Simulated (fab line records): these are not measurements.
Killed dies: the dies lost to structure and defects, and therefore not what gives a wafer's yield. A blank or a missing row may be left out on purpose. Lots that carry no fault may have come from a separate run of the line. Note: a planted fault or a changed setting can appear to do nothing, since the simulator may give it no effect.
fab line records / flow rit_cmos / part 2 of 2: steps 40 to 53 of 53
record: lots: 5 wafers: 15 last_day: 7
route steps=202 shown NLDD@106 PLDD@114 SPACER@125 NSD@131 PSD@142 SDANNEAL@153
lots with no fault: from the same line, run without faults
start_h: hours from the record's opening day to when the first of the lot's shown wafers began / wait_h: how many hours have passed since the lot's step before this one / " as in the row above / L1.1+2: a single row standing in for several wafers / - either no value or no given start / * or withheld: withheld / < > ~ a bound
route shown NAME@n: names a module that has steps shown in the file, with the first one's number in the route / usual: the fault-free wafers' mean and standard deviation / same: alike in all rows / chamber/n: place in a boat / sites: each site's reading / _std_site: standard deviation across them / _edge_site: outer sites' mean less inner sites' / radius_mm: how far each site lies from the wafer's centre / mask NAME#n: copy n / behind: the tool/chamber that last shaped the wafer / hold: what put the lot on hold/how long, in hours/how the hold closed / device: the n, p or np transistor that did not switch / end of line: at the end of the route, the tests of the same wafers / where a step has no rows: the recipe by itself / killed: not the wafer's yield, but the dies lost to structure and defects at the first sort / map: the dies of a wafer, with x for killed, . for not killed, _ for no die there
set.NAME: the run value of the setting; set.NAME@STEP: its run value at that earlier step / model.NAME: the simulator's own value behind a step, which no gauge read
lots at selected steps of the route; one table per step, one row per wafer
services: the hour from which a tool's chamber was out of use, counted from the record's first day as start_h (under 0 if before that day), plus the number of hours and why
== steps ==
step: RIT_PSD_EXPOSE_03
recipe: mask_id: M10 na: 0.57 target_cd_nm: 40900 dose_mj: 250
lot.wafer=L076.1+2+6 tool=iline_stepper-01 chamber=0 start_h=65.08 wait_h=0.2 mask=M10#0
lot.wafer=L078.4+5+6 tool=iline_stepper-01 chamber=0 start_h=76.52 wait_h=0.1 mask=M10#0
lot.wafer=L088.2+3+4 tool=iline_stepper-01 chamber=0 start_h=134.54 wait_h=0.2 mask=M10#0
lot.wafer=L092.1+3+4 tool=iline_stepper-02 chamber=0 start_h=146.46 wait_h=0.1 mask=M10#0
lot.wafer=L096.3+5+6 tool=iline_stepper-01 chamber=0 start_h=161.64 wait_h=0.1 mask=M10#0
step: RIT_PSD_PEB_04
recipe: resist: NOVOLAK temp_c: withheld time_s: withheld
lot.wafer=L076.1+2+6 tool=litho_track-03 chamber=0 start_h=65.25 wait_h=0.1
lot.wafer=L078.4+5+6 tool=litho_track-03 chamber=0 start_h=76.67 wait_h=0.1
lot.wafer=L088.2+3+4 tool=litho_track-01 chamber=0 start_h=134.79 wait_h=0.2
lot.wafer=L092.1+3+4 tool=litho_track-02 chamber=0 start_h=146.57 wait_h=0.1
lot.wafer=L096.3+5+6 tool=litho_track-01 chamber=0 start_h=161.77 wait_h=0.1
step: RIT_PSD_DEVELOP_05
recipe: resist: NOVOLAK develop_time_s: 50 dev_temp_c: 23
lot.wafer=L076.1+2+6 tool=litho_track-03 chamber=0 start_h=- wait_h=-
lot.wafer=L078.4+5+6 tool=litho_track-03 chamber=0 start_h=- wait_h=-
lot.wafer=L088.2+3+4 tool=litho_track-01 chamber=0 start_h=- wait_h=-
lot.wafer=L092.1+3+4 tool=litho_track-02 chamber=0 start_h=- wait_h=-
lot.wafer=L096.3+5+6 tool=litho_track-01 chamber=0 start_h=- wait_h=-
step: RIT_PSD_OVL_MEAS_06
usual: PSD_OVL: 0.6/1.4
lot.wafer=L076.1 tool=overlay-01 chamber=- start_h=65.53 wait_h=- PSD_OVL[nm]=2.8
lot.wafer=L076.2 tool=overlay-01 chamber=- start_h=65.53 wait_h=- PSD_OVL[nm]=3.7
lot.wafer=L076.6 tool=overlay-01 chamber=- start_h=65.53 wait_h=- PSD_OVL[nm]=0.9
lot.wafer=L078.4 tool=overlay-02 chamber=- start_h=76.90 wait_h=- PSD_OVL[nm]=0.5
lot.wafer=L078.5 tool=overlay-02 chamber=- start_h=76.90 wait_h=- PSD_OVL[nm]=1.3
lot.wafer=L078.6 tool=overlay-02 chamber=- start_h=76.90 wait_h=- PSD_OVL[nm]=0.6
lot.wafer=L088.2 tool=overlay-02 chamber=- start_h=135.05 wait_h=- PSD_OVL[nm]=-0.2
lot.wafer=L088.3 tool=overlay-02 chamber=- start_h=135.05 wait_h=- PSD_OVL[nm]=0.8
lot.wafer=L088.4 tool=overlay-02 chamber=- start_h=135.05 wait_h=- PSD_OVL[nm]=-1.3
lot.wafer=L092.1 tool=overlay-01 chamber=- start_h=146.86 wait_h=- PSD_OVL[nm]=0.7
lot.wafer=L092.3 tool=overlay-01 chamber=- start_h=146.86 wait_h=- PSD_OVL[nm]=0.4
lot.wafer=L092.4 tool=overlay-01 chamber=- start_h=146.86 wait_h=- PSD_OVL[nm]=-1.5
lot.wafer=L096.3 tool=overlay-02 chamber=- start_h=162.02 wait_h=- PSD_OVL[nm]=0.9
lot.wafer=L096.5 tool=overlay-02 chamber=- start_h=162.02 wait_h=- PSD_OVL[nm]=0.2
lot.wafer=L096.6 tool=overlay-02 chamber=- start_h=162.02 wait_h=- PSD_OVL[nm]=1.9
step: RIT_PSD_HARDBAKE_07
recipe: resist: NOVOLAK temp_c: 140 time_s: 60
lot.wafer=L076.1+2+6 tool=litho_track-03 chamber=0 start_h=65.56 wait_h=0.0
lot.wafer=L078.4+5+6 tool=litho_track-02 chamber=0 start_h=77.06 wait_h=0.2
lot.wafer=L088.2+3+4 tool=litho_track-03 chamber=0 start_h=135.33 wait_h=0.3
lot.wafer=L092.1+3+4 tool=litho_track-03 chamber=0 start_h=147.01 wait_h=0.1
lot.wafer=L096.3+5+6 tool=litho_track-01 chamber=0 start_h=162.09 wait_h=0.1
step: RIT_PSD_IMPLANT_08
recipe: species: BF2 energy_kev: 27 dose_cm2: 5e+15 tilt_deg: 7
lot.wafer=L076.1+2+6 tool=implanter-03 chamber=0 start_h=65.71 wait_h=0.1
lot.wafer=L078.4+5+6 tool=implanter-02 chamber=0 start_h=77.21 wait_h=0.1
lot.wafer=L088.2+3+4 tool=implanter-01 chamber=0 start_h=135.48 wait_h=0.1
lot.wafer=L092.1+3+4 tool=implanter-03 chamber=0 start_h=147.16 wait_h=0.1
lot.wafer=L096.3+5+6 tool=implanter-03 chamber=0 start_h=162.24 wait_h=0.1
step: RIT_PSD_STRIP_09
recipe: chemistry: O2 time_s: 180 resist: NOVOLAK platen_temp_c: withheld power_w: 500 pressure_mtorr: 4000 o2_flow_sccm: 4000
usual: drypump_motor_current_A: 5.9/0.43
lot.wafer=L076.1 tool=plasma_asher-04 chamber=0 start_h=65.96 wait_h=0.2 drypump_motor_current_A=6.2 rf_hours_counter_h=24
lot.wafer=L076.2 tool=plasma_asher-04 chamber=1 start_h=65.96 wait_h=0.2 drypump_motor_current_A=5.5 rf_hours_counter_h=24
lot.wafer=L076.6 tool=plasma_asher-04 chamber=0 start_h=65.96 wait_h=0.2 drypump_motor_current_A=6.2 rf_hours_counter_h=-
lot.wafer=L078.4 tool=plasma_asher-01 chamber=0 start_h=77.34 wait_h=0.1 drypump_motor_current_A=5.4 rf_hours_counter_h=-
lot.wafer=L078.5 tool=plasma_asher-01 chamber=1 start_h=77.34 wait_h=0.1 drypump_motor_current_A=6.5 rf_hours_counter_h=-
lot.wafer=L078.6 tool=plasma_asher-01 chamber=0 start_h=77.34 wait_h=0.1 drypump_motor_current_A=5.5 rf_hours_counter_h=-
lot.wafer=L088.2 tool=plasma_asher-04 chamber=1 start_h=135.60 wait_h=0.1 drypump_motor_current_A=5.5 rf_hours_counter_h=35
lot.wafer=L088.3 tool=plasma_asher-04 chamber=1 start_h=135.60 wait_h=0.1 drypump_motor_current_A=5.5 rf_hours_counter_h=-
lot.wafer=L088.4 tool=plasma_asher-04 chamber=0 start_h=135.60 wait_h=0.1 drypump_motor_current_A=6.2 rf_hours_counter_h=-
lot.wafer=L092.1 tool=plasma_asher-02 chamber=0 start_h=147.31 wait_h=0.1 drypump_motor_current_A=6.0 rf_hours_counter_h=46
lot.wafer=L092.3 tool=plasma_asher-02 chamber=0 start_h=147.31 wait_h=0.1 drypump_motor_current_A=6.1 rf_hours_counter_h=-
lot.wafer=L092.4 tool=plasma_asher-02 chamber=1 start_h=147.31 wait_h=0.1 drypump_motor_current_A=5.4 rf_hours_counter_h=-
lot.wafer=L096.3 tool=plasma_asher-04 chamber=1 start_h=162.40 wait_h=0.1 drypump_motor_current_A=5.5 rf_hours_counter_h=-
lot.wafer=L096.5 tool=plasma_asher-04 chamber=1 start_h=162.40 wait_h=0.1 drypump_motor_current_A=5.5 rf_hours_counter_h=-
lot.wafer=L096.6 tool=plasma_asher-04 chamber=0 start_h=162.40 wait_h=0.1 drypump_motor_current_A=6.2 rf_hours_counter_h=-
step: RIT_PSD_TW_MEAS_10
usual: PSD_TW: 3418/27
lot.wafer=L076.1 tool=film_metro-02 chamber=- start_h=66.14 wait_h=0.1 PSD_TW=3354
lot.wafer=L076.2 tool=film_metro-02 chamber=- start_h=66.14 wait_h=0.1 PSD_TW=3376
lot.wafer=L076.6 tool=film_metro-02 chamber=- start_h=66.14 wait_h=0.1 PSD_TW=3366
lot.wafer=L078.4 tool=film_metro-01 chamber=- start_h=77.49 wait_h=0.1 PSD_TW=3410
lot.wafer=L078.5 tool=film_metro-01 chamber=- start_h=77.49 wait_h=0.1 PSD_TW=3422
lot.wafer=L078.6 tool=film_metro-01 chamber=- start_h=77.49 wait_h=0.1 PSD_TW=3397
lot.wafer=L088.2 tool=film_metro-04 chamber=- start_h=135.79 wait_h=0.1 PSD_TW=3440
lot.wafer=L088.3 tool=film_metro-04 chamber=- start_h=135.79 wait_h=0.1 PSD_TW=3428
lot.wafer=L088.4 tool=film_metro-04 chamber=- start_h=135.79 wait_h=0.1 PSD_TW=3442
lot.wafer=L092.1 tool=film_metro-02 chamber=- start_h=147.48 wait_h=0.1 PSD_TW=3379
lot.wafer=L092.3 tool=film_metro-02 chamber=- start_h=147.48 wait_h=0.1 PSD_TW=3404
lot.wafer=L092.4 tool=film_metro-02 chamber=- start_h=147.48 wait_h=0.1 PSD_TW=3378
lot.wafer=L096.3 tool=film_metro-01 chamber=- start_h=162.54 wait_h=0.1 PSD_TW=3427
lot.wafer=L096.5 tool=film_metro-01 chamber=- start_h=162.54 wait_h=0.1 PSD_TW=3424
lot.wafer=L096.6 tool=film_metro-01 chamber=- start_h=162.54 wait_h=0.1 PSD_TW=3422
step: RIT_SDANNEAL_CLEAN_00
recipe: chemistry: SC1 mix: 3:3:50 time_s: 600 temp_c: 75
lot.wafer=L076.1+2+6 tool=wet_bench-04 chamber=3 start_h=66.20 wait_h=0.1
lot.wafer=L078.4+5+6 tool=wet_bench-04 chamber=1 start_h=77.52 wait_h=0.0
lot.wafer=L088.2+3+4 tool=wet_bench-04 chamber=2 start_h=135.84 wait_h=0.0
lot.wafer=L092.1+3+4 tool=wet_bench-02 chamber=1 start_h=147.54 wait_h=0.1
lot.wafer=L096.3+5+6 tool=wet_bench-04 chamber=0 start_h=162.58 wait_h=0.0
step: RIT_SDANNEAL_CLEAN_01
recipe: chemistry: dHF dilution: 50:1 time_s: 30
lot.wafer=L076.1+2+6 tool=wet_bench-03 chamber=0 start_h=66.37 wait_h=0.0
lot.wafer=L078.4+5+6 tool=wet_bench-02 chamber=1 start_h=77.73 wait_h=0.0
lot.wafer=L088.2+3+4 tool=wet_bench-04 chamber=3 start_h=136.01 wait_h=0.0
lot.wafer=L092.1+3+4 tool=wet_bench-04 chamber=2 start_h=147.72 wait_h=0.0
lot.wafer=L096.3+5+6 tool=wet_bench-03 chamber=1 start_h=162.77 wait_h=0.0
step: RIT_SDANNEAL_CLEAN_02
recipe: chemistry: SC2 mix: 3:3:50 time_s: 600 temp_c: 75 dry: n2_spin
lot.wafer=L076.1+2+6 tool=wet_bench-04 chamber=2 start_h=66.39 wait_h=0.0
lot.wafer=L078.4+5+6 tool=wet_bench-04 chamber=0 start_h=77.74 wait_h=0.0
lot.wafer=L088.2+3+4 tool=wet_bench-04 chamber=3 start_h=136.03 wait_h=0.0
lot.wafer=L092.1+3+4 tool=wet_bench-02 chamber=1 start_h=147.73 wait_h=0.0
lot.wafer=L096.3+5+6 tool=wet_bench-04 chamber=3 start_h=162.78 wait_h=0.0
step: RIT_SDANNEAL_RTA_03
recipe: temp_c: 1050 time_s: 5 idle_temp_c: 600 ramp_up_c_per_s: 342 ramp_down_c_per_s: 171 cool_to_c: 600 ambient: N2
usual: anneal_temp_c_max: 1055.7/2.4 wafer_temp_C_max: 1053.4/1.3
lot.wafer=L076.1 tool=rtp_anneal-02 chamber=0 start_h=66.57 wait_h=0.0 anneal_temp_c_max=1053.5 wafer_temp_C_max=1050.7
lot.wafer=L076.2 tool=rtp_anneal-02 chamber=0 start_h=66.57 wait_h=0.0 anneal_temp_c_max=1053.3 wafer_temp_C_max=1053.2
lot.wafer=L076.6 tool=rtp_anneal-02 chamber=0 start_h=66.57 wait_h=0.0 anneal_temp_c_max=1054.7 wafer_temp_C_max=1052.8
lot.wafer=L078.4 tool=rtp_anneal-02 chamber=0 start_h=77.98 wait_h=0.0 anneal_temp_c_max=1054.0 wafer_temp_C_max=1053.1
lot.wafer=L078.5 tool=rtp_anneal-02 chamber=0 start_h=77.98 wait_h=0.0 anneal_temp_c_max=1053.7 wafer_temp_C_max=1051.2
lot.wafer=L078.6 tool=rtp_anneal-02 chamber=0 start_h=77.98 wait_h=0.0 anneal_temp_c_max=1053.6 wafer_temp_C_max=1055.1
lot.wafer=L088.2 tool=rtp_anneal-02 chamber=0 start_h=136.22 wait_h=0.0 anneal_temp_c_max=1054.5 wafer_temp_C_max=1052.6
lot.wafer=L088.3 tool=rtp_anneal-02 chamber=0 start_h=136.22 wait_h=0.0 anneal_temp_c_max=1052.9 wafer_temp_C_max=1053.3
lot.wafer=L088.4 tool=rtp_anneal-02 chamber=0 start_h=136.22 wait_h=0.0 anneal_temp_c_max=1053.2 wafer_temp_C_max=1051.8
lot.wafer=L092.1 tool=rtp_anneal-02 chamber=0 start_h=147.91 wait_h=0.0 anneal_temp_c_max=1053.2 wafer_temp_C_max=1055.2
lot.wafer=L092.3 tool=rtp_anneal-02 chamber=0 start_h=147.91 wait_h=0.0 anneal_temp_c_max=1053.8 wafer_temp_C_max=1053.9
lot.wafer=L092.4 tool=rtp_anneal-02 chamber=0 start_h=147.91 wait_h=0.0 anneal_temp_c_max=1053.7 wafer_temp_C_max=1054.4
lot.wafer=L096.3 tool=rtp_anneal-02 chamber=0 start_h=162.99 wait_h=0.0 anneal_temp_c_max=1052.7 wafer_temp_C_max=1055.7
lot.wafer=L096.5 tool=rtp_anneal-02 chamber=0 start_h=162.99 wait_h=0.0 anneal_temp_c_max=1053.5 wafer_temp_C_max=1055.9
lot.wafer=L096.6 tool=rtp_anneal-02 chamber=0 start_h=162.99 wait_h=0.0 anneal_temp_c_max=1053.0 wafer_temp_C_max=1053.0
step: RIT_SDANNEAL_RS_MEAS_04
recipe: thk_meas_gauge: four-point-probe
usual: PSD_RS: 115.8/0.34
lot.wafer=L076.1 tool=film_metro-04 chamber=- start_h=66.63 wait_h=0.0 PSD_RS[ohm/sq]=115.4
lot.wafer=L076.2 tool=film_metro-04 chamber=- start_h=66.63 wait_h=0.0 PSD_RS[ohm/sq]=115.1
lot.wafer=L076.6 tool=film_metro-04 chamber=- start_h=66.63 wait_h=0.0 PSD_RS[ohm/sq]=115.4
lot.wafer=L078.4 tool=film_metro-01 chamber=- start_h=78.07 wait_h=0.1 PSD_RS[ohm/sq]=116.1
lot.wafer=L078.5 tool=film_metro-01 chamber=- start_h=78.07 wait_h=0.1 PSD_RS[ohm/sq]=115.8
lot.wafer=L078.6 tool=film_metro-01 chamber=- start_h=78.07 wait_h=0.1 PSD_RS[ohm/sq]=116.0
lot.wafer=L088.2 tool=film_metro-04 chamber=- start_h=136.28 wait_h=0.1 PSD_RS[ohm/sq]=115.5
lot.wafer=L088.3 tool=film_metro-04 chamber=- start_h=136.28 wait_h=0.1 PSD_RS[ohm/sq]=115.6
lot.wafer=L088.4 tool=film_metro-04 chamber=- start_h=136.28 wait_h=0.1 PSD_RS[ohm/sq]=115.4
lot.wafer=L092.1 tool=film_metro-02 chamber=- start_h=147.97 wait_h=0.0 PSD_RS[ohm/sq]=116.0
lot.wafer=L092.3 tool=film_metro-02 chamber=- start_h=147.97 wait_h=0.0 PSD_RS[ohm/sq]=115.8
lot.wafer=L092.4 tool=film_metro-02 chamber=- start_h=147.97 wait_h=0.0 PSD_RS[ohm/sq]=115.7
lot.wafer=L096.3 tool=film_metro-01 chamber=- start_h=163.07 wait_h=0.1 PSD_RS[ohm/sq]=116.0
lot.wafer=L096.5 tool=film_metro-01 chamber=- start_h=163.07 wait_h=0.1 PSD_RS[ohm/sq]=116.0
lot.wafer=L096.6 tool=film_metro-01 chamber=- start_h=163.07 wait_h=0.1 PSD_RS[ohm/sq]=116.3
step: RIT_SDANNEAL_RS_MEAS_05
recipe: thk_meas_gauge: four-point-probe
usual: NSD_RS: 84.55/0.3
lot.wafer=L076.1 tool=film_metro-04 chamber=- start_h=66.75 wait_h=0.1 NSD_RS[ohm/sq]=84.06
lot.wafer=L076.2 tool=film_metro-04 chamber=- start_h=66.75 wait_h=0.1 NSD_RS[ohm/sq]=84.06
lot.wafer=L076.6 tool=film_metro-04 chamber=- start_h=66.75 wait_h=0.1 NSD_RS[ohm/sq]=84.25
lot.wafer=L078.4 tool=film_metro-01 chamber=- start_h=78.19 wait_h=0.1 NSD_RS[ohm/sq]=84.45
lot.wafer=L078.5 tool=film_metro-01 chamber=- start_h=78.19 wait_h=0.1 NSD_RS[ohm/sq]=84.53
lot.wafer=L078.6 tool=film_metro-01 chamber=- start_h=78.19 wait_h=0.1 NSD_RS[ohm/sq]=84.50
lot.wafer=L088.2 tool=film_metro-04 chamber=- start_h=136.40 wait_h=0.1 NSD_RS[ohm/sq]=84.81
lot.wafer=L088.3 tool=film_metro-04 chamber=- start_h=136.40 wait_h=0.1 NSD_RS[ohm/sq]=84.85
lot.wafer=L088.4 tool=film_metro-04 chamber=- start_h=136.40 wait_h=0.1 NSD_RS[ohm/sq]=84.78
lot.wafer=L092.1 tool=film_metro-02 chamber=- start_h=148.09 wait_h=0.1 NSD_RS[ohm/sq]=84.64
lot.wafer=L092.3 tool=film_metro-02 chamber=- start_h=148.09 wait_h=0.1 NSD_RS[ohm/sq]=84.56
lot.wafer=L092.4 tool=film_metro-02 chamber=- start_h=148.09 wait_h=0.1 NSD_RS[ohm/sq]=84.51
lot.wafer=L096.3 tool=film_metro-01 chamber=- start_h=163.19 wait_h=0.1 NSD_RS[ohm/sq]=84.65
lot.wafer=L096.5 tool=film_metro-01 chamber=- start_h=163.19 wait_h=0.1 NSD_RS[ohm/sq]=84.68
lot.wafer=L096.6 tool=film_metro-01 chamber=- start_h=163.19 wait_h=0.1 NSD_RS[ohm/sq]=84.11
== services ==
tool=rie_diel-04 chamber=- start_h=47.35 hours=2.8 kind=pm
tool=implanter-03 chamber=- start_h=55.08 hours=1.5 kind=repair
tool=iline_stepper-01 chamber=- start_h=56.46 hours=3.6 kind=repair
tool=implanter-01 chamber=- start_h=61.65 hours=3.8 kind=repair
tool=rtp_anneal-02 chamber=- start_h=68.27 hours=5.3 kind=pm
tool=rie_diel-03 chamber=- start_h=72.23 hours=0.4 kind=repair
tool=plasma_asher-02 chamber=- start_h=72.88 hours=49.5 kind=pm
tool=implanter-02 chamber=- start_h=86.02 hours=6.0 kind=pm
tool=plasma_asher-03 chamber=- start_h=91.42 hours=15.0 kind=pm
tool=implanter-04 chamber=- start_h=92.01 hours=0.7 kind=repair
tool=iline_stepper-02 chamber=- start_h=92.58 hours=1.7 kind=pm
tool=rie_diel-03 chamber=0 start_h=103.13 hours=20.8 kind=repair
tool=plasma_asher-01 chamber=- start_h=106.39 hours=14.1 kind=pm
tool=implanter-01 chamber=- start_h=107.75 hours=3.4 kind=repair
tool=rie_diel-04 chamber=2 start_h=109.09 hours=2.8 kind=repair
tool=plasma_asher-01 chamber=- start_h=120.52 hours=9.0 kind=pm
tool=plasma_asher-01 chamber=0 start_h=120.52 hours=9.0 kind=vent_cycle
tool=plasma_asher-01 chamber=1 start_h=120.52 hours=9.0 kind=vent_cycle
tool=plasma_asher-02 chamber=- start_h=122.41 hours=2.8 kind=pm
tool=plasma_asher-01 chamber=0 start_h=129.52 hours=- kind=clean
tool=rie_diel-03 chamber=- start_h=132.29 hours=0.1 kind=repair
tool=implanter-01 chamber=- start_h=139.18 hours=1.2 kind=repair
tool=iline_stepper-01 chamber=0 start_h=148.98 hours=- kind=calibration
tool=lpcvd-01 chamber=- start_h=156.55 hours=6.0 kind=pm
